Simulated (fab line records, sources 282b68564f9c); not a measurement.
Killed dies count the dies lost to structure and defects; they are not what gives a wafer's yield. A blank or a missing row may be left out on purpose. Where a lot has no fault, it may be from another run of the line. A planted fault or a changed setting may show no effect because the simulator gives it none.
Check of tool commonality -- flow rit_cmos -- 14 lots, 42 wafers sampled

## REASON FOR OPENING
2 of 14 lots carry a flag on the reading CONTACT_TEOS_THK at RIT_CONTACT_THK_MEAS_01. Fault-free wafers read 401 nm, with a standard deviation of 6.
Rule: flag the lot when none of its wafers has a number, or when each of its wafers that has one lies beyond 4 standard deviations from that mean. The rest of the lots are taken to be sound.

lot,measured,on,"CONTACT_TEOS_THK (nm), wafer by wafer",flag
L165,day 3 03:11,film_metro-04,404 411 405,
L167,day 3 18:47,film_metro-03,402 408 403,
L170,day 4 07:50,film_metro-04,400 403 411,
L171,day 4 17:14,film_metro-04,404 406 403,
L172,day 4 21:57,film_metro-03,403 415 411,
L174,day 5 02:10,film_metro-04,395 407 401,
L175,day 5 10:17,film_metro-04,396 408 409,
L176,day 5 14:43,film_metro-02,403 404 411,
L178,day 6 00:31,film_metro-02,396 399 404,
L179,day 6 06:45,film_metro-03,404 403 409,
L181,day 6 18:15,film_metro-03,351 355 356,FLAGGED
L184,day 7 07:50,film_metro-02,348 342 349,FLAGGED
L185,day 7 11:08,film_metro-04,397 399 403,
L188,day 8 01:50,film_metro-02,399 398 407,
On average the flagged lots' numbers are 350 nm, which is -51 nm against the usual, or -8 standard deviations.

## WHICH TOOL RAN EACH LOT
The record holds 1 process step before the reading, out of a route of 202 steps. In each cell: the tool, then ch and the chambers that the sampled wafers went through, then the start.
lot,flag,RIT_CONTACT_CVD_00
L165,,"pecvd-02 ch 0,1, day 3 03:07"
L167,,"pecvd-03 ch 0,1, day 3 18:43"
L170,,"pecvd-03 ch 1,2, day 4 07:46"
L171,,"pecvd-02 ch 0,1, day 4 17:11"
L172,,"pecvd-01 ch 0,1,2, day 4 21:54"
L174,,"pecvd-02 ch 0,1, day 5 02:06"
L175,,"pecvd-01 ch 0,2, day 5 10:14"
L176,,"pecvd-03 ch 0,2, day 5 14:40"
L178,,"pecvd-01 ch 0,1,2, day 6 00:26"
L179,,"pecvd-03 ch 1,2, day 6 06:41"
L181,FLAGGED,"pecvd-01 ch 2, day 6 18:10"
L184,FLAGGED,"pecvd-01 ch 0,2, day 7 07:46"
L185,,"pecvd-03 ch 0,1,2, day 7 11:05"
L188,,"pecvd-03 ch 0,1,2, day 8 01:46"
What these steps do:
- RIT_CONTACT_CVD_00: deposits SiO2 from TEOS, target thk 400 nm, time 61 s.
- RIT_CONTACT_THK_MEAS_01

## FLAGGED OVER TOTAL, TOOL BY TOOL (the gauges that took the reading come last)
step,tool,lots run,flagged,share of the flagged lots,sound lots run after its first flagged lot
RIT_CONTACT_CVD_00,pecvd-01,5,2,all,0
RIT_CONTACT_CVD_00,pecvd-02,3,0,none,-
RIT_CONTACT_CVD_00,pecvd-03,6,0,none,-
RIT_CONTACT_THK_MEAS_01,film_metro-02,4,1,some,1 (L188)
RIT_CONTACT_THK_MEAS_01,film_metro-03,4,1,some,0
RIT_CONTACT_THK_MEAS_01,film_metro-04,6,0,none,-

## WHAT THE TABLE ALLOWS
1 row of the table ran every flagged lot: pecvd-01 at RIT_CONTACT_CVD_00.
- pecvd-01 at RIT_CONTACT_CVD_00 ran 5 lots, 2 of them flagged. Last sound lot L178 at day 6 00:26, first flagged lot L181 at day 6 18:10; a fault beginning in between fits. Its own readings lie more than 4 standard deviations out on every wafer of the flagged lots: run_length_s.
pecvd-01 at RIT_CONTACT_CVD_00 is the single tool remaining.

## WHAT THE SIMULATOR PUT IN
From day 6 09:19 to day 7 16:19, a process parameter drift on pecvd-01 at RIT_CONTACT_CVD_00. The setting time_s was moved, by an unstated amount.
Struck lots among those shown: L181, L184. The rule above reached the same finding.
